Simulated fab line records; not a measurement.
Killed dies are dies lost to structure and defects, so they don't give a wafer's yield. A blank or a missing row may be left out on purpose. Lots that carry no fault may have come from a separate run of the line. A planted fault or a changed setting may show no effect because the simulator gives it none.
One fault seen from 2 desks | flow berkeleyCmos170 | numbers are kept per desk, each desk with only its own; the story behind them comes last

## FOR THE TOOL OWNER'S DESK: lithoTrack-03
The tool's own readings at UCB170_NWELL_PEB_10: means of the sampled wafers that have a number, for each lot that ran on this tool. Any lot whose mean is over 4 standard deviations away from the usual mean is out of limits and marked OUT; that distance is given in the brackets.
Columns: A = heaterPowerTotalW at UCB170_NWELL_PEB_10, usual 56.80 W; B = plateTempC at UCB170_NWELL_PEB_10, usual 129.99 C
lot  | first seen here | A                       | B
L550 | day 3 00:01     | 56.85                   | 130.04
L559 | day 4 20:04     | 50.24 (-99 or more) OUT | 118.41 (-83) OUT
L562 | day 5 10:52     | 50.25 (-99 or more) OUT | 118.34 (-83) OUT
This desk's verdict: out of limits on L559, L562, starting with L559 at day 4 20:04 (heaterPowerTotalW at UCB170_NWELL_PEB_10). In limits: L550.

## AT THE METROLOGY DESK
What the gauges read, lot by lot, whatever tool the lot ran on: means of the sampled wafers that have a number. Any lot whose mean is over 4 standard deviations away from the usual mean is out of limits and marked OUT; that distance is given in the brackets.
Columns: A = NWELL_OXIDE_THK at UCB170_NWELL_THK_MEAS_02, usual 26.3 nm; B = NWELL_NITRIDE_THK at UCB170_NWELL_THK_MEAS_05, usual 224.3 nm; C = NWELL_OVL at UCB170_NWELL_OVL_MEAS_12, usual -4 nm
lot  | first seen here | A    | B     | C
L550 | day 2 14:51     | 25.6 | 220.4 | -6
L551 | day 3 00:00     | 25.9 | 225.6 | 8
L559 | day 4 12:10     | 26.6 | 222.4 | -8
L560 | day 4 17:41     | 26.8 | 223.6 | 1
L562 | day 5 02:47     | 26.4 | 226.9 | -2
L569 | day 6 14:26     | 25.1 | 219.8 | -3
This desk found nothing out of limits on any of the 6 lots.

## ALL TOGETHER
The tool owner's desk had the chance to raise an alarm at day 4 20:04 on L559, L562.
Metrology desk: nothing out of limits seen.
The metrology desk holds a record of L559, L562, inside its limits.
Every lot named ran UCB170_NWELL_PEB_10 on lithoTrack-03.

## WHAT THE SIMULATOR PUT IN
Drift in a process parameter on lithoTrack-03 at UCB170_NWELL_PEB_10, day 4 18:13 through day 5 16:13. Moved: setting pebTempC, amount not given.
Shown lots that were struck: L559, L562.
Time in hours from fault onset to the first out-of-limits reading at each desk: the tool owner's desk, 2.
